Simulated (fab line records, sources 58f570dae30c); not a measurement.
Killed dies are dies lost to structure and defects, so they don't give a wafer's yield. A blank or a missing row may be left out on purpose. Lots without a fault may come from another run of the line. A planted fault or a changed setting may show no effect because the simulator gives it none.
Chamber matching | flow berkeley_cmos170 | UCB170_M2_ETCH_17 on rie_diel-03: 4 sister chambers
The step etches BARC in N2/H2. 4 wafers are shown with their chamber, then 10 later ones without.

WAFERS WITH THEIR CHAMBER
wafer  | chamber | drypump_motor_current_A (A)
L081.3 | 1       | 6.5
L084.2 | 0       | 6.0
L088.1 | 2       | 5.8
L088.4 | 3       | 4.9

WAFERS WITHOUT THEIR CHAMBER
wafer  | drypump_motor_current_A (A)
L088.5 | 6.0
L092.1 | 5.8
L092.2 | 6.5
L092.6 | 4.9
L095.2 | 5.9
L095.3 | 4.9
L095.5 | 6.0
L094.3 | 5.9
L094.4 | 6.0
L094.5 | 4.8

WHICH CHAMBER EACH WENT THROUGH
wafer  | from the rows above     | in truth
L088.5 | 0                       | 0
L092.1 | 2                       | 2
L092.2 | 1                       | 1
L092.6 | 3                       | 3
L095.2 | can't be placed: 0 or 2 | 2
L095.3 | 3                       | 3
L095.5 | 0                       | 0
L094.3 | can't be placed: 0 or 2 | 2
L094.4 | 0                       | 0
L094.5 | 3                       | 3
Placed correctly: 8 of 10. Can't be placed from these rows: 2 (the true chamber is among the candidates in 2). Placed wrongly: 0.
How it was worked out, from the rows above alone: a wafer's distance from a chamber is the root of the sum, over the readings, of the square of ((its reading less the chamber's mean) divided by the reading's scatter). The wafer belongs to the nearest chamber; if the next one is less than 2 further off, it can't be placed. A chamber's mean is the mean of its shown wafers. The scatter: with one shown wafer a chamber, the root of the mean of the squares of how far each hidden wafer lies from its nearest shown one.
